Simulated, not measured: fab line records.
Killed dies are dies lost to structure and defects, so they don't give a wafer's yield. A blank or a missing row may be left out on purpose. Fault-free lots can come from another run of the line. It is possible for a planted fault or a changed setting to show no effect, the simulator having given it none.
A lot that was struck, set against a sound lot	flow berkeley-cmos170	24 steps out of a route of 331
Sound: wafers L716.2, L716.4, L716.6. Wafers L720.1, L720.2, L720.3 were the ones struck. At the end, the cause is stated.
For every step that has rows: the tool of each side, followed by ch and its chambers, followed by its first start. Under that, the readings that differ: sound wafers	struck wafers	difference of the means	sigmas: that difference in standard deviations of wafers without a fault.
alike: same words and numbers on both sides, and readings whose means sit less than 2 such deviations apart. not compared: any withheld reading, any reading some wafer has no value for, any bound like >300 that may hide the same value, and any number with overlapping values for which the record gives no deviation.
A row with sigmas, a row that says differs or no value, or rows on one side alone: a step with any of these is where the two part. Numbers that don't overlap but have no deviation are shown without sigmas and don't part them. A reading that every wafer of one side lacks parts them only if that side has two wafers or more.

UCB170_NWELL_ETCH_13: etches Si3N4 in CH3F/Ar/O2, stops on SiO2, target depth 246.4 nm, time 154 s.
  sound on rie-diel-01 ch 0,1,3, day 3 15:11; struck on rie-diel-01 ch 0,1,3, day 4 01:37
  alike: drypump-motor-current-A, oes-product-au, throttle-valve-pct
  not compared: rf-hours-counter-h
following that, these wafers have no rows for 1 step: UCB170_NWELL_IMPLANT_14.
UCB170_NWELL_STRIP_15: strips in O2.
  sound on plasma-asher-04 ch 0,1, day 3 15:26; struck on plasma-asher-02 ch 0,1, day 4 01:53
reading	sound	struck	difference	sigmas
drypump-motor-current-A (A)	6.2 6.2 5.8	4.9 5.1 5.1	-1.0	-2
  alike: oes-product-au, strip-time-to-endpoint-s
  not compared: rf-hours-counter-h
UCB170_NWELL_TW_MEAS_16:
  struck on film-metro-02, day 4 01:59; sound on film-metro-03, day 3 15:33
  alike: NWELL_TW
then, 6 steps without rows for these wafers: UCB170_NWELL_CLEAN_17 (cleans in SPM, time 600 s); UCB170_NWELL_WET_ETCH_18 (etches Si3N4 in H3PO4, time 14400 s); UCB170_NWELL_WET_ETCH_19 (etches SiO2 in BOE, time 22 s); UCB170_PWELL_CLEAN_00 (cleans in SPM, time 600 s); UCB170_PWELL_CLEAN_01 (cleans in dHF, time 60 s); UCB170_PWELL_OXIDATION_02 (target thk 26.4 nm, ox time 1260 s).
UCB170_PWELL_THK_MEAS_03:
  struck on film-metro-01, day 4 13:50; sound on film-metro-03, day 4 00:10
  alike: PWELL_OXIDE_THK
then, 1 step without rows for these wafers: UCB170_PWELL_ANNEAL_04 (time 900 s).
UCB170_PWELL_CVD_05: deposits Si3N4 from SiH2Cl2/NH3, target thk 220 nm, time 3300 s.
  sound on lpcvd-01 ch 0, day 4 03:02; struck on lpcvd-01 ch 0, day 4 18:35
reading	sound	struck	difference	sigmas
nh3-flow-sccm (sccm)	74.65 74.80 74.67	60.10 60.07 59.88	-14.69	-61
model.Si3N4_of_PWELL_CVD_05.thk-nm (nm)	221.7 220 224.3	185.8 187.4 187.1	-35.2	
  alike: zone-power-centre-pct, zone-power-load-pct
UCB170_PWELL_THK_MEAS_06:
  struck on film-metro-04, day 4 20:30; sound on film-metro-01, day 4 04:58
reading	sound	struck	difference	sigmas
PWELL_NITRIDE_THK (nm)	221.8 220.0 224.1	185.7 187.5 187.3	-35.1	-21
then, 6 steps without rows for these wafers: UCB170_PWELL_HMDS_07 (prime time 60 s); UCB170_PWELL_COAT_08 (resist thk 900 nm); UCB170_PWELL_SOFTBAKE_09 (time 60 s); UCB170_PWELL_EXPOSE_10 (exposes mask PWELL, target cd 3000 nm); UCB170_PWELL_PEB_11; UCB170_PWELL_DEVELOP_12 (develop time 45 s).
UCB170_PWELL_OVL_MEAS_13:
  struck on overlay-02, day 4 21:48; sound on overlay-02, day 4 05:59
  alike: PWELL_OVL
UCB170_PWELL_ETCH_14: etches Si3N4 in CH3F/Ar/O2, stops on SiO2, target depth 242 nm, time 151 s.
  sound on rie-diel-02 ch 0,2,3, day 4 06:01; struck on rie-diel-02 ch 1,2,3, day 4 21:50
reading	sound	struck	difference	sigmas
oes-product-au (a.u.)	0.943 0.920 0.966	0.845 0.873 0.873	-0.079	-5
model.etch.depth-nm (nm)	221.7 220 224.3	185.8 187.4 187.1	-35.2	
  alike: drypump-motor-current-A, throttle-valve-pct
  not compared: rf-hours-counter-h
then, 2 steps without rows for these wafers: UCB170_PWELL_IMPLANT_15; UCB170_M3_PROBE_99.

## WHERE THEY PART
First at UCB170_NWELL_STRIP_15; last, within this record, at UCB170_PWELL_ETCH_14.

WHY: the cause the simulator had injected
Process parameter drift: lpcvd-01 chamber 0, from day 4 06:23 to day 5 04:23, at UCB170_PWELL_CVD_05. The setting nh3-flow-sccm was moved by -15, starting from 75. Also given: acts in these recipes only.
